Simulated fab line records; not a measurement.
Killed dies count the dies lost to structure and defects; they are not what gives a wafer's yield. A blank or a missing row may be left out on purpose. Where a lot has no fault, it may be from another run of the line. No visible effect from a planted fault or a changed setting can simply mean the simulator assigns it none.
Which tool is to blame? | flow berkeley_cmos170 | 39 wafers from 13 lots sampled at 6 of the route's 331 steps

WHAT THE GAUGES SHOWED, per wafer
UCB170_NWELL_OVL_MEAS_12.
lot  | measured    | on         | NWELL_OVL (nm)
L177 | day 2 05:55 | overlay-02 | 5 3 1
L178 | day 2 06:12 | overlay-02 | -7 -5 -6
L179 | day 2 12:38 | overlay-01 | -8 -16 -4
L180 | day 2 19:34 | overlay-01 | -14 -8 -7
L181 | day 3 07:11 | overlay-01 | -6 -3 -4
L182 | day 3 07:18 | overlay-02 | -5 -9 -10
L190 | day 5 01:56 | overlay-02 | 2 -2 -2
L189 | day 5 02:13 | overlay-02 | 1 -1 0
L192 | day 5 13:39 | overlay-02 | -2 1 -2
L193 | day 5 13:46 | overlay-01 | 11 8 5
L195 | day 6 00:25 | overlay-01 | -9 -2 -3
L197 | day 6 06:41 | overlay-02 | -7 -5 -8
L199 | day 6 21:17 | overlay-02 | -7 -7 -7

UCB170_M2_RS_MEAS_02: measurement is done with a four-point probe.
lot  | measured     | on            | M2_AL_RS (ohm/sq)
L177 | day 7 20:56  | film_metro-02 | 0.0323 0.0320 0.0324
L178 | day 7 21:50  | film_metro-01 | 0.0324 0.0322 0.0326
L179 | day 7 20:50  | film_metro-04 | 0.0319 0.0321 0.0323
L180 | day 8 00:20  | film_metro-02 | 0.0319 0.0322 0.0322
L181 | day 8 15:33  | film_metro-04 | 0.0326 0.0329 0.0331
L182 | day 8 15:51  | film_metro-02 | 0.0317 0.0321 0.0320
L190 | day 10 10:34 | film_metro-02 | 0.0328 0.0324 0.0328
L189 | day 9 14:59  | film_metro-04 | 0.0320 0.0307 0.0323
L192 | day 10 22:00 | film_metro-04 | 0.0321 0.0321 0.0320
L193 | day 10 15:56 | film_metro-04 | 0.0317 0.0316 0.0322
L195 | day 11 00:34 | film_metro-02 | 0.0328 0.0328 0.0321
L197 | day 11 00:02 | film_metro-02 | 0.0328 0.0327 0.0326
L199 | day 12 00:28 | film_metro-04 | 0.0323 0.0325 0.0324

UCB170_M2_THK_MEAS_03: measures by xrf.
lot  | measured     | on            | M2_AL_THK (nm)
L177 | day 7 21:03  | film_metro-02 | 893 903 891
L178 | day 7 21:56  | film_metro-01 | 898 905 891
L179 | day 7 20:57  | film_metro-04 | 908 898 893
L180 | day 8 00:28  | film_metro-02 | 911 900 899
L181 | day 8 15:40  | film_metro-04 | 881 876 874
L182 | day 8 15:58  | film_metro-02 | 906 897 907
L190 | day 10 10:41 | film_metro-02 | 884 896 886
L189 | day 9 15:07  | film_metro-04 | 912 951 895
L192 | day 10 22:07 | film_metro-04 | 905 900 913
L193 | day 10 16:03 | film_metro-04 | 926 916 904
L195 | day 11 00:41 | film_metro-02 | 884 879 898
L197 | day 11 00:09 | film_metro-02 | 880 886 889
L199 | day 12 00:35 | film_metro-04 | 908 901 902

UCB170_M3_CD_MEAS_90: the cd target is 700 nm.
lot  | measured     | on        | cd_nm (nm)
L177 | day 8 08:26  | cd_sem-01 | 704 696 699
L178 | day 8 08:31  | cd_sem-02 | 702 699 701
L179 | day 8 08:19  | cd_sem-02 | 695 694 700
L180 | day 8 09:34  | cd_sem-02 | 696 697 696
L181 | day 9 01:27  | cd_sem-02 | 702 703 703
L182 | day 9 01:40  | cd_sem-01 | 697 699 698
L190 | day 10 20:05 | cd_sem-01 | 705 704 704
L189 | day 10 01:40 | cd_sem-02 | 699 699 701
L192 | day 11 11:11 | cd_sem-02 | 700 704 697
L193 | day 11 00:56 | cd_sem-02 | 697 703 699
L195 | day 11 12:58 | cd_sem-01 | 702 704 706
L197 | day 11 11:15 | cd_sem-01 | 695 695 696
L199 | day 12 12:02 | cd_sem-01 | 697 697 699

WHICH TOOL RAN EACH LOT (tool, then ch and the chambers of the sampled wafers, then the start)
lot  | UCB170_M2_SPUTTER_01         | UCB170_M3_SPUTTER_01
L177 | pvd_sputter-03, day 7 20:51  | pvd_sputter-03, day 8 04:56
L178 | pvd_sputter-01, day 7 21:44  | pvd_sputter-04, day 8 04:59
L179 | pvd_sputter-01, day 7 20:44  | pvd_sputter-04, day 8 04:43
L180 | pvd_sputter-03, day 8 00:15  | pvd_sputter-03, day 8 06:23
L181 | pvd_sputter-02, day 8 15:28  | pvd_sputter-04, day 8 22:26
L182 | pvd_sputter-01, day 8 15:46  | pvd_sputter-03, day 8 22:43
L190 | pvd_sputter-01, day 10 10:28 | pvd_sputter-03, day 10 17:04
L189 | pvd_sputter-02, day 9 14:55  | pvd_sputter-02, day 9 21:36
L192 | pvd_sputter-03, day 10 21:55 | pvd_sputter-03, day 11 07:58
L193 | pvd_sputter-03, day 10 15:51 | pvd_sputter-04, day 10 21:48
L195 | pvd_sputter-03, day 11 00:29 | pvd_sputter-02, day 11 10:19
L197 | pvd_sputter-01, day 10 23:56 | pvd_sputter-02, day 11 07:47
L199 | pvd_sputter-01, day 12 00:23 | pvd_sputter-04, day 12 06:55
- UCB170_M2_SPUTTER_01: material Al, target thk 900 nm, time 120 s.
- UCB170_M3_SPUTTER_01: material Al, target thk 900 nm, time 120 s.

AS READ BY THE TOOLS THEMSELVES (means over the sampled wafers that have a number; for cases with no such wafer, the mark the record gives instead)
UCB170_M2_SPUTTER_01.
lot  | tool           | throttle_valve_pct (%)
L177 | pvd_sputter-03 | 28.9
L178 | pvd_sputter-01 | 30.2
L179 | pvd_sputter-01 | 30.9
L180 | pvd_sputter-03 | 28.3
L181 | pvd_sputter-02 | 29.3
L182 | pvd_sputter-01 | 30.3
L190 | pvd_sputter-01 | 30.2
L189 | pvd_sputter-02 | 29.9
L192 | pvd_sputter-03 | 29.1
L193 | pvd_sputter-03 | 30.5
L195 | pvd_sputter-03 | 28.4
L197 | pvd_sputter-01 | 29.3
L199 | pvd_sputter-01 | 30.5

UCB170_M3_SPUTTER_01.
lot  | tool           | throttle_valve_pct (%)
L177 | pvd_sputter-03 | 27.1
L178 | pvd_sputter-04 | 30.9
L179 | pvd_sputter-04 | 30.5
L180 | pvd_sputter-03 | 29.3
L181 | pvd_sputter-04 | 30.9
L182 | pvd_sputter-03 | 29.1
L190 | pvd_sputter-03 | 29.1
L189 | pvd_sputter-02 | 29.3
L192 | pvd_sputter-03 | 28.4
L193 | pvd_sputter-04 | 30.9
L195 | pvd_sputter-02 | 29.3
L197 | pvd_sputter-02 | 29.3
L199 | pvd_sputter-04 | 31.0

THE ANSWER, worked out from the rows above alone
Rule: the usual values come from the lots themselves. The widest of any qualifying gaps counts: lots, ordered by their means at a reading, are off when they make up no more than a third of the lots, leave a main group of 4 or more, and stand apart from it by 3 or more times the standard deviation of that group's means. If all means in a main group match to the digits the tables above print for the reading, that group is not used. Also off: a lot with no number at a reading for which 4 or more lots have one. Where the step has rows for the other lots, those lots are counted as sound. After the gauges, taken in route order, come the tools' own readings; for these a lot's mean is taken, as printed above. The first step at which some lot is off is used, and at that step the reading that is off furthest; a lot without a number counts as furthest.
Across all readings shown, no lot is off: no conclusion can be drawn from this.

WHAT THE SIMULATOR HAD PUT IN
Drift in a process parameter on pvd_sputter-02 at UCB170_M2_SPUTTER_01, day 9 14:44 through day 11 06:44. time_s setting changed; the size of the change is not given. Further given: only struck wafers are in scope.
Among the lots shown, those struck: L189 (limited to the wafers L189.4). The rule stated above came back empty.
